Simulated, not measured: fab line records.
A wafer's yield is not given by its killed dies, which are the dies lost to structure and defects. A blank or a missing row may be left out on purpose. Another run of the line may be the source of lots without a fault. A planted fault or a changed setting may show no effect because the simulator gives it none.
Which tool is to blame? || flow rit cmos || 15 lots with 45 wafers sampled at 6 steps, on a route of 202 steps

WHAT THE GAUGES READ, wafer by wafer
RIT_GATE_THK_MEAS_07.
{"lot": "L782", "measured": "day 2 10:48", "on": "film metro-01", "GATE_OXIDE_THK (nm)": "3.03 3.07 3.08"}
{"lot": "L783", "measured": "day 2 17:34", "on": "film metro-01", "GATE_OXIDE_THK (nm)": "3.14 3.11 3.11"}
{"lot": "L784", "measured": "day 2 21:08", "on": "film metro-02", "GATE_OXIDE_THK (nm)": "2.93 2.97 2.89"}
{"lot": "L787", "measured": "day 3 10:28", "on": "film metro-02", "GATE_OXIDE_THK (nm)": "2.92 3.04 3.07"}
{"lot": "L790", "measured": "day 4 07:40", "on": "film metro-03", "GATE_OXIDE_THK (nm)": "2.91 2.99 2.99"}
{"lot": "L791", "measured": "day 4 10:16", "on": "film metro-02", "GATE_OXIDE_THK (nm)": "2.98 2.91 2.89"}
{"lot": "L792", "measured": "day 4 12:52", "on": "film metro-02", "GATE_OXIDE_THK (nm)": "3.05 2.96 3.00"}
{"lot": "L793", "measured": "day 5 00:53", "on": "film metro-03", "GATE_OXIDE_THK (nm)": "2.88 2.93 2.91"}
{"lot": "L794", "measured": "day 5 02:38", "on": "film metro-02", "GATE_OXIDE_THK (nm)": "3.01 2.98 2.92"}
{"lot": "L795", "measured": "day 5 03:28", "on": "film metro-03", "GATE_OXIDE_THK (nm)": "3.03 2.94 2.96"}
{"lot": "L797", "measured": "day 5 15:17", "on": "film metro-01", "GATE_OXIDE_THK (nm)": "3.10 3.03 3.08"}
{"lot": "L799", "measured": "day 6 04:14", "on": "film metro-02", "GATE_OXIDE_THK (nm)": "2.96 2.96 3.00"}
{"lot": "L803", "measured": "day 6 19:31", "on": "film metro-01", "GATE_OXIDE_THK (nm)": "3.03 3.11 3.03"}
{"lot": "L804", "measured": "day 7 00:35", "on": "film metro-01", "GATE_OXIDE_THK (nm)": "2.99 3.02 3.06"}
{"lot": "L805", "measured": "day 7 04:22", "on": "film metro-03", "GATE_OXIDE_THK (nm)": "3.00 2.98 2.95"}

RIT_GATE_OVL_MEAS_17.
{"lot": "L782", "measured": "day 2 13:38", "on": "overlay-01", "GATE_OVL (nm)": "2.8 0.1 2.0"}
{"lot": "L783", "measured": "day 2 20:23", "on": "overlay-02", "GATE_OVL (nm)": "-0.1 0.2 -0.5"}
{"lot": "L784", "measured": "day 2 23:58", "on": "overlay-02", "GATE_OVL (nm)": "0.1 2.5 0.4"}
{"lot": "L787", "measured": "day 3 13:18", "on": "overlay-01", "GATE_OVL (nm)": "-0.1 -3.0 -1.3"}
{"lot": "L790", "measured": "day 4 10:25", "on": "overlay-01", "GATE_OVL (nm)": "-2.1 -2.7 -1.5"}
{"lot": "L791", "measured": "day 4 12:58", "on": "overlay-01", "GATE_OVL (nm)": "0.7 -0.4 -1.2"}
{"lot": "L792", "measured": "day 4 16:30", "on": "overlay-02", "GATE_OVL (nm)": "0.0 0.4 -0.5"}
{"lot": "L793", "measured": "day 5 03:51", "on": "overlay-01", "GATE_OVL (nm)": "-0.6 -1.1 -0.2"}
{"lot": "L794", "measured": "day 5 05:20", "on": "overlay-02", "GATE_OVL (nm)": "-0.6 -2.0 -1.0"}
{"lot": "L795", "measured": "day 5 06:20", "on": "overlay-01", "GATE_OVL (nm)": "2.1 1.9 1.3"}
{"lot": "L797", "measured": "day 5 17:59", "on": "overlay-02", "GATE_OVL (nm)": "0.4 0.2 -0.6"}
{"lot": "L799", "measured": "day 6 06:56", "on": "overlay-02", "GATE_OVL (nm)": "0.6 0.1 1.6"}
{"lot": "L803", "measured": "day 6 22:21", "on": "overlay-01", "GATE_OVL (nm)": "0.2 -2.1 -1.9"}
{"lot": "L804", "measured": "day 7 03:25", "on": "overlay-01", "GATE_OVL (nm)": "-1.2 -1.6 -2.0"}
{"lot": "L805", "measured": "day 7 07:12", "on": "overlay-02", "GATE_OVL (nm)": "1.2 0.7 0.8"}

RIT_PSD_TW_MEAS_10.
{"lot": "L782", "measured": "day 3 01:41", "on": "film metro-01", "PSD_TW": "3422 3424 3422"}
{"lot": "L783", "measured": "day 3 08:13", "on": "film metro-04", "PSD_TW": "3396 3415 3403"}
{"lot": "L784", "measured": "day 3 12:52", "on": "film metro-01", "PSD_TW": "3431 3440 3443"}
{"lot": "L787", "measured": "day 4 01:24", "on": "film metro-01", "PSD_TW": "3427 3435 3421"}
{"lot": "L790", "measured": "day 4 22:23", "on": "film metro-03", "PSD_TW": "3393 3377 3390"}
{"lot": "L791", "measured": "day 5 00:53", "on": "film metro-04", "PSD_TW": "3120 3136 3125"}
{"lot": "L792", "measured": "day 5 05:33", "on": "film metro-04", "PSD_TW": "3142 3130 3127"}
{"lot": "L793", "measured": "day 5 18:16", "on": "film metro-01", "PSD_TW": "3150 3132 3115"}
{"lot": "L794", "measured": "day 5 20:54", "on": "film metro-03", "PSD_TW": "3354 3360 3374"}
{"lot": "L795", "measured": "day 5 22:09", "on": "film metro-03", "PSD_TW": "3358 3356 3373"}
{"lot": "L797", "measured": "day 6 06:16", "on": "film metro-01", "PSD_TW": "3464 3455 3469"}
{"lot": "L799", "measured": "day 6 19:09", "on": "film metro-03", "PSD_TW": "3366 3367 3383"}
{"lot": "L803", "measured": "day 7 10:34", "on": "film metro-01", "PSD_TW": "3434 3446 3443"}
{"lot": "L804", "measured": "day 7 15:40", "on": "film metro-03", "PSD_TW": "3388 3390 3385"}
{"lot": "L805", "measured": "day 7 19:59", "on": "film metro-03", "PSD_TW": "3345 3383 3374"}

RIT_SDANNEAL_RS_MEAS_04: the measuring method here is four-point-probe.
{"lot": "L782", "measured": "day 3 02:12", "on": "film metro-04", "PSD_RS (ohm/sq)": "116.5 115.9 116.2"}
{"lot": "L783", "measured": "day 3 08:43", "on": "film metro-03", "PSD_RS (ohm/sq)": "116.0 115.9 115.9"}
{"lot": "L784", "measured": "day 3 13:23", "on": "film metro-04", "PSD_RS (ohm/sq)": "115.6 116.0 116.0"}
{"lot": "L787", "measured": "day 4 02:05", "on": "film metro-03", "PSD_RS (ohm/sq)": "116.1 115.9 116.3"}
{"lot": "L790", "measured": "day 4 22:52", "on": "film metro-01", "PSD_RS (ohm/sq)": "115.2 115.3 115.5"}
{"lot": "L791", "measured": "day 5 01:22", "on": "film metro-03", "PSD_RS (ohm/sq)": "138.2 138.2 138.0"}
{"lot": "L792", "measured": "day 5 06:02", "on": "film metro-03", "PSD_RS (ohm/sq)": "137.7 137.9 138.4"}
{"lot": "L793", "measured": "day 5 18:45", "on": "film metro-03", "PSD_RS (ohm/sq)": "138.2 138.7 138.6"}
{"lot": "L794", "measured": "day 5 21:23", "on": "film metro-03", "PSD_RS (ohm/sq)": "116.4 116.3 116.3"}
{"lot": "L795", "measured": "day 5 22:38", "on": "film metro-03", "PSD_RS (ohm/sq)": "115.7 116.1 115.9"}
{"lot": "L797", "measured": "day 6 06:47", "on": "film metro-04", "PSD_RS (ohm/sq)": "115.9 115.7 115.7"}
{"lot": "L799", "measured": "day 6 19:38", "on": "film metro-04", "PSD_RS (ohm/sq)": "115.5 115.8 115.4"}
{"lot": "L803", "measured": "day 7 11:04", "on": "film metro-03", "PSD_RS (ohm/sq)": "115.7 115.9 115.9"}
{"lot": "L804", "measured": "day 7 16:10", "on": "film metro-01", "PSD_RS (ohm/sq)": "115.5 116.0 115.9"}
{"lot": "L805", "measured": "day 7 20:28", "on": "film metro-01", "PSD_RS (ohm/sq)": "115.7 115.4 115.6"}

RIT_CONTACT_CD_MEAS_08: the cd target is 1000 nm.
{"lot": "L782", "measured": "day 3 04:16", "on": "cd sem-01", "cd nm (nm)": "1001.4 1000.9 1003.6"}
{"lot": "L783", "measured": "day 3 10:55", "on": "cd sem-01", "cd nm (nm)": "999.7 998.2 1000.8"}
{"lot": "L784", "measured": "day 3 15:28", "on": "cd sem-02", "cd nm (nm)": "1002.6 1001.5 1000.0"}
{"lot": "L787", "measured": "day 4 04:22", "on": "cd sem-01", "cd nm (nm)": "999.0 998.7 999.1"}
{"lot": "L790", "measured": "day 5 00:58", "on": "cd sem-02", "cd nm (nm)": "997.0 996.5 998.1"}
{"lot": "L791", "measured": "day 5 03:27", "on": "cd sem-02", "cd nm (nm)": "1001.6 1002.4 1002.2"}
{"lot": "L792", "measured": "day 5 08:14", "on": "cd sem-02", "cd nm (nm)": "998.2 999.0 1000.4"}
{"lot": "L793", "measured": "day 5 20:57", "on": "cd sem-02", "cd nm (nm)": "1003.1 1002.1 1003.5"}
{"lot": "L794", "measured": "day 5 23:57", "on": "cd sem-02", "cd nm (nm)": "1000.7 1002.7 1002.1"}
{"lot": "L795", "measured": "day 6 00:59", "on": "cd sem-02", "cd nm (nm)": "1001.8 1001.8 997.9"}
{"lot": "L797", "measured": "day 6 09:01", "on": "cd sem-02", "cd nm (nm)": "1006.1 1004.6 1005.9"}
{"lot": "L799", "measured": "day 6 21:59", "on": "cd sem-02", "cd nm (nm)": "997.5 995.3 996.3"}
{"lot": "L803", "measured": "day 7 13:17", "on": "cd sem-02", "cd nm (nm)": "1000.5 997.1 1001.2"}
{"lot": "L804", "measured": "day 7 18:14", "on": "cd sem-01", "cd nm (nm)": "1000.6 1002.0 1000.3"}
{"lot": "L805", "measured": "day 7 22:35", "on": "cd sem-01", "cd nm (nm)": "1001.8 1001.4 998.9"}

WHAT TOOL EACH LOT RAN ON (gives the tool, then ch and the chambers of the sampled wafers, and finally the start)
{"lot": "L782", "RIT_PSD_IMPLANT_08": "implanter-02 ch 0, day 3 01:22"}
{"lot": "L783", "RIT_PSD_IMPLANT_08": "implanter-03 ch 0, day 3 07:54"}
{"lot": "L784", "RIT_PSD_IMPLANT_08": "implanter-02 ch 0, day 3 12:33"}
{"lot": "L787", "RIT_PSD_IMPLANT_08": "implanter-02 ch 0, day 4 01:06"}
{"lot": "L790", "RIT_PSD_IMPLANT_08": "implanter-02 ch 0, day 4 22:03"}
{"lot": "L791", "RIT_PSD_IMPLANT_08": "implanter-02 ch 0, day 5 00:34"}
{"lot": "L792", "RIT_PSD_IMPLANT_08": "implanter-02 ch 0, day 5 05:13"}
{"lot": "L793", "RIT_PSD_IMPLANT_08": "implanter-02 ch 0, day 5 17:56"}
{"lot": "L794", "RIT_PSD_IMPLANT_08": "implanter-04 ch 0, day 5 20:35"}
{"lot": "L795", "RIT_PSD_IMPLANT_08": "implanter-03 ch 0, day 5 21:50"}
{"lot": "L797", "RIT_PSD_IMPLANT_08": "implanter-03 ch 0, day 6 05:57"}
{"lot": "L799", "RIT_PSD_IMPLANT_08": "implanter-04 ch 0, day 6 18:50"}
{"lot": "L803", "RIT_PSD_IMPLANT_08": "implanter-04 ch 0, day 7 10:15"}
{"lot": "L804", "RIT_PSD_IMPLANT_08": "implanter-04 ch 0, day 7 15:21"}
{"lot": "L805", "RIT_PSD_IMPLANT_08": "implanter-04 ch 0, day 7 19:40"}
- RIT_PSD_IMPLANT_08

AS READ BY THE TOOLS THEMSELVES (means over the sampled wafers that have a number; for cases with no such wafer, the mark the record gives instead)
RIT_PSD_IMPLANT_08.
{"lot": "L782", "tool": "implanter-02", "beam energy keV": 26.994, "dose ions cm2": 5.004e+15}
{"lot": "L783", "tool": "implanter-03", "beam energy keV": 27.003, "dose ions cm2": 4.996e+15}
{"lot": "L784", "tool": "implanter-02", "beam energy keV": 26.993, "dose ions cm2": 5.009e+15}
{"lot": "L787", "tool": "implanter-02", "beam energy keV": 27.010, "dose ions cm2": 5.001e+15}
{"lot": "L790", "tool": "implanter-02", "beam energy keV": 27.006, "dose ions cm2": 4.999e+15}
{"lot": "L791", "tool": "implanter-02", "beam energy keV": 18.887, "dose ions cm2": 4.999e+15}
{"lot": "L792", "tool": "implanter-02", "beam energy keV": 18.900, "dose ions cm2": 5.003e+15}
{"lot": "L793", "tool": "implanter-02", "beam energy keV": 18.899, "dose ions cm2": 5.002e+15}
{"lot": "L794", "tool": "implanter-04", "beam energy keV": 26.998, "dose ions cm2": 4.995e+15}
{"lot": "L795", "tool": "implanter-03", "beam energy keV": 27.003, "dose ions cm2": 5.009e+15}
{"lot": "L797", "tool": "implanter-03", "beam energy keV": 26.985, "dose ions cm2": 4.992e+15}
{"lot": "L799", "tool": "implanter-04", "beam energy keV": 26.998, "dose ions cm2": 4.996e+15}
{"lot": "L803", "tool": "implanter-04", "beam energy keV": 27.006, "dose ions cm2": 5.007e+15}
{"lot": "L804", "tool": "implanter-04", "beam energy keV": 27.009, "dose ions cm2": 4.994e+15}
{"lot": "L805", "tool": "implanter-04", "beam energy keV": 26.999, "dose ions cm2": 4.996e+15}

THE ANSWER, worked out from the rows above alone
Rule: what is usual is taken from the lots themselves. Put in order of their means at a reading, lots are off if they are a third of the lots or fewer, leave a main group of 4 or more, and stand apart from it by a gap of 3 or more times the standard deviation of the main group's means; of several such gaps the widest counts. A main group whose means are all the same, to the digits that the tables above print for the reading, isn't used. A lot without any number at a reading at which 4 lots or more have one is off too. Any other lot the step has rows for is counted as sound. Order of review: gauges by route order, followed by the tools' own readings, for which a lot's mean as printed above is used. At the first step where some lot is off, the reading lying furthest off is the one used; lots without a number count as furthest.
Off: L791, L792, L793, at RIT_PSD_TW_MEAS_10 (PSD_TW). Main group: mean 3403, sd 33.
If a tool, at a process step before that reading, ran all the lots that are off and no sound lot after the first of them, it fits. Not tried: the gauges at RIT_PSD_TW_MEAS_10; whatever is off there is also off at RIT_SDANNEAL_RS_MEAS_04, on other tools, and gauge error can't account for it. One fits: implanter-02 at RIT_PSD_IMPLANT_08. A fault onset in the window from L790 (day 4 22:03, its last sound lot) to L791 (day 5 00:34, its first lot off) fits.
On the lots that are off, the tool's own readings at RIT_PSD_IMPLANT_08 differ by more than 5 times the standard deviation of the sound lots' means, which bears it out; beam energy keV reads 18.895 there versus 27.000 on the sound lots.

WHAT HAD BEEN PUT IN BY THE SIMULATOR
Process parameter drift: implanter-02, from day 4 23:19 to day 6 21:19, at RIT_PSD_IMPLANT_08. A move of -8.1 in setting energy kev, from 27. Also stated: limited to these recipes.
Lots struck among those shown: L791, L792, L793. The rule given above showed the same thing.
